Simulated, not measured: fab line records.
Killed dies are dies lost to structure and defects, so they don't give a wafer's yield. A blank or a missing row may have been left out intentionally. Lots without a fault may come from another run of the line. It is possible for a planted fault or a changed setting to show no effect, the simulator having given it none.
The tool behind it: which one? | flow berkeley_cmos170 | 45 wafers from 15 lots sampled at 4 of the route's 331 steps

## WHAT EACH GAUGE READ, for each wafer
UCB170_FIELD_THK_MEAS_02. Usual: for FIELD_OXIDE_THK the level is 562 nm and the standard deviation is 11.
lot  | measured    | on            | FIELD_OXIDE_THK (nm) | flag
L264 | day 4 05:47 | film_metro-04 | 571 563 567          |
L265 | day 4 15:47 | film_metro-02 | 578 583 577          |
L268 | day 5 08:10 | film_metro-01 | 547 554 549          |
L275 | day 6 21:38 | film_metro-02 | 572 578 584          |
L276 | day 7 05:40 | film_metro-01 | 545 548 542          |
L277 | day 7 05:38 | film_metro-04 | 557 550 552          |
L278 | day 7 11:20 | film_metro-01 | 552 555 547          |
L280 | day 7 11:20 | film_metro-02 | 556 561 561          |
L279 | day 7 20:50 | film_metro-04 | 570 578 577          |
L282 | day 8 12:50 | film_metro-01 | 554 556 553          |
L284 | day 8 12:49 | film_metro-02 | 543 549 541          |
L283 | day 8 12:49 | film_metro-04 | 563 567 566          |
L285 | day 8 12:52 | film_metro-01 | 560 558 562          |
L287 | day 9 06:14 | film_metro-01 | 575 571 564          |
L286 | day 9 06:13 | film_metro-02 | 559 566 559          |

UCB170_NVT_OVL_MEAS_06. Usual: for NVT_OVL the level is 2 nm and the standard deviation is 5.6.
lot  | measured     | on         | NVT_OVL (nm) | flag
L264 | day 5 02:46  | overlay-01 | 7 7 8        |
L265 | day 5 13:29  | overlay-01 | -3 0 5       |
L268 | day 6 08:07  | overlay-01 | 4 8 -3       |
L275 | day 7 22:11  | overlay-02 | - - -        | OFF
L276 | day 8 02:04  | overlay-02 | - - -        | OFF
L277 | day 8 01:47  | overlay-01 | - - -        | OFF
L278 | day 8 13:46  | overlay-02 | -14 -6 -2    |
L280 | day 8 14:01  | overlay-01 | 8 -1 3       |
L279 | day 9 02:34  | overlay-02 | 4 0 -7       |
L282 | day 9 17:41  | overlay-01 | -3 10 4      |
L284 | day 9 17:25  | overlay-01 | -4 -7 -8     |
L283 | day 9 17:25  | overlay-02 | -1 2 6       |
L285 | day 9 17:46  | overlay-02 | 7 4 6        |
L287 | day 10 06:16 | overlay-01 | 3 -1 5       |
L286 | day 10 06:19 | overlay-01 | -2 3 -2      |

## EACH LOT AND THE TOOL THAT RAN IT (in order: tool; ch and the chambers of the sampled wafers; start)
lot  | UCB170_NWELL_STRIP_15               | UCB170_NVT_EXPOSE_03
L264 | plasma_asher-01 ch 0,1, day 2 04:13 | krf_scanner-02 ch 0, day 5 01:47
L265 | plasma_asher-04 ch 0,1, day 2 11:40 | krf_scanner-02 ch 0, day 5 13:06
L268 | plasma_asher-01 ch 0,1, day 3 03:41 | krf_scanner-02 ch 0, day 6 07:25
L275 | plasma_asher-04 ch 0,1, day 4 14:40 | krf_scanner-01, day 7 21:27
L276 | plasma_asher-01 ch 0,1, day 4 14:56 | krf_scanner-01, day 8 01:40
L277 | plasma_asher-01 ch 0,1, day 5 02:47 | krf_scanner-02, day 8 01:23
L278 | plasma_asher-03 ch 0,1, day 5 08:29 | krf_scanner-01 ch 0, day 8 13:25
L280 | plasma_asher-04 ch 0,1, day 5 10:20 | krf_scanner-02 ch 0, day 8 13:38
L279 | plasma_asher-04 ch 0,1, day 5 10:56 | krf_scanner-02 ch 0, day 9 02:10
L282 | plasma_asher-03 ch 0,1, day 6 00:39 | krf_scanner-01 ch 0, day 9 17:07
L284 | plasma_asher-03 ch 0,1, day 6 09:29 | krf_scanner-02 ch 0, day 9 16:50
L283 | plasma_asher-01 ch 0,1, day 6 09:46 | krf_scanner-02 ch 0, day 9 16:43
L285 | plasma_asher-01 ch 0,1, day 6 16:32 | krf_scanner-02 ch 0, day 9 17:22
L287 | plasma_asher-04 ch 0,1, day 6 22:08 | krf_scanner-02 ch 0, day 10 05:42
L286 | plasma_asher-01 ch 0,1, day 6 22:20 | krf_scanner-02 ch 0, day 10 05:48
- UCB170_NWELL_STRIP_15: strips in O2.
- UCB170_NVT_EXPOSE_03: exposes mask PWELL, target cd 3000 nm.

## WHAT THE TOOLS THEMSELVES READ (means of the sampled wafers that have a number; where no wafer has one, the mark that the record gives instead)
UCB170_NWELL_STRIP_15. Usual: drypump_motor_current_A 5.5 A, standard deviation 0.58; oes_product_au 0.722 a.u., standard deviation 0.0048; strip_time_to_endpoint_s 18.08 s, standard deviation 0.085.
lot  | tool            | drypump_motor_current_A (A) | oes_product_au (a.u.) | strip_time_to_endpoint_s (s) | flag
L264 | plasma_asher-01 | 5.4                         | 0.723                 | 18.05                        |
L265 | plasma_asher-04 | 5.0                         | 0.723                 | 18.03                        |
L268 | plasma_asher-01 | 5.4                         | 0.717                 | 18.06                        |
L275 | plasma_asher-04 | 5.1                         | 0.717                 | 18.12                        |
L276 | plasma_asher-01 | 5.6                         | 0.723                 | 18.16                        |
L277 | plasma_asher-01 | 5.4                         | 0.718                 | 18.09                        |
L278 | plasma_asher-03 | 6.6                         | 0.722                 | 18.07                        |
L280 | plasma_asher-04 | 5.0                         | 0.722                 | 18.15                        |
L279 | plasma_asher-04 | 5.2                         | 0.725                 | 18.19                        |
L282 | plasma_asher-03 | 6.5                         | 0.720                 | 17.95                        |
L284 | plasma_asher-03 | 6.5                         | 0.719                 | 18.02                        |
L283 | plasma_asher-01 | 5.6                         | 0.723                 | 18.16                        |
L285 | plasma_asher-01 | 5.4                         | 0.720                 | 18.10                        |
L287 | plasma_asher-04 | 5.1                         | 0.722                 | 18.06                        |
L286 | plasma_asher-01 | 5.4                         | 0.720                 | 18.06                        |

UCB170_NVT_EXPOSE_03. Usual: exposure_dose_mJ_cm2 30.001, standard deviation 0.026; focus_offset_nm 0.1 nm, standard deviation 0.57; reticle_temp_C 22.99 C, standard deviation 0.1; stage_vel_mm_s 500.03 mm/s, standard deviation 0.26.
lot  | tool           | exposure_dose_mJ_cm2 | focus_offset_nm (nm) | reticle_temp_C (C) | stage_vel_mm_s (mm/s) | flag
L264 | krf_scanner-02 | 30.002               | 0.7                  | 22.90              | 500.16                |
L265 | krf_scanner-02 | 29.996               | 0.2                  | 23.01              | 500.19                |
L268 | krf_scanner-02 | 30.011               | 0.2                  | 22.88              | 499.68                |
L275 | krf_scanner-01 | -                    | -                    | -                  | -                     | OFF
L276 | krf_scanner-01 | -                    | -                    | -                  | -                     | OFF
L277 | krf_scanner-02 | -                    | -                    | -                  | -                     | OFF
L278 | krf_scanner-01 | 30.011               | 0.5                  | 23.01              | 499.94                |
L280 | krf_scanner-02 | 29.980               | -0.8                 | 23.03              | 500.23                |
L279 | krf_scanner-02 | 29.993               | -0.1                 | 23.08              | 500.10                |
L282 | krf_scanner-01 | 29.992               | 0.8                  | 22.92              | 499.82                |
L284 | krf_scanner-02 | 30.000               | 0.4                  | 22.99              | 499.89                |
L283 | krf_scanner-02 | 30.011               | 0.9                  | 23.10              | 500.06                |
L285 | krf_scanner-02 | 30.031               | 0.4                  | 22.91              | 500.11                |
L287 | krf_scanner-02 | 30.045               | 0.0                  | 23.01              | 499.71                |
L286 | krf_scanner-02 | 30.028               | 0.4                  | 22.96              | 500.04                |

## THE ANSWER, worked out from the rows above alone
Rule: take the mean of a lot's wafers that have a number; if it is more than 3 standard deviations from the usual mean, the lot is off. Also off: a lot with no number at a reading for which 4 or more lots have one. Any other lot the step has rows for is counted as sound. After the gauges, taken in route order, come the tools' own readings; for these a lot's mean is taken, as printed above. The first step at which some lot is off is used, and at that step the reading that is off furthest; a lot without a number counts as furthest.
Off: L275, L276, L277, seen at UCB170_NVT_OVL_MEAS_06 (NVT_OVL). Without a number there: L275, L276, L277.
A tool fits if, at a process step before that reading, it ran every lot that is off, and no sound lot after the first of them. Not tried: the gauges at UCB170_NVT_OVL_MEAS_06; whatever is off there is also off at UCB170_NVT_EXPOSE_03, on other tools, and gauge error can't account for it. Not one of the candidates tried fits.

## WHAT THE SIMULATOR HAD PUT IN
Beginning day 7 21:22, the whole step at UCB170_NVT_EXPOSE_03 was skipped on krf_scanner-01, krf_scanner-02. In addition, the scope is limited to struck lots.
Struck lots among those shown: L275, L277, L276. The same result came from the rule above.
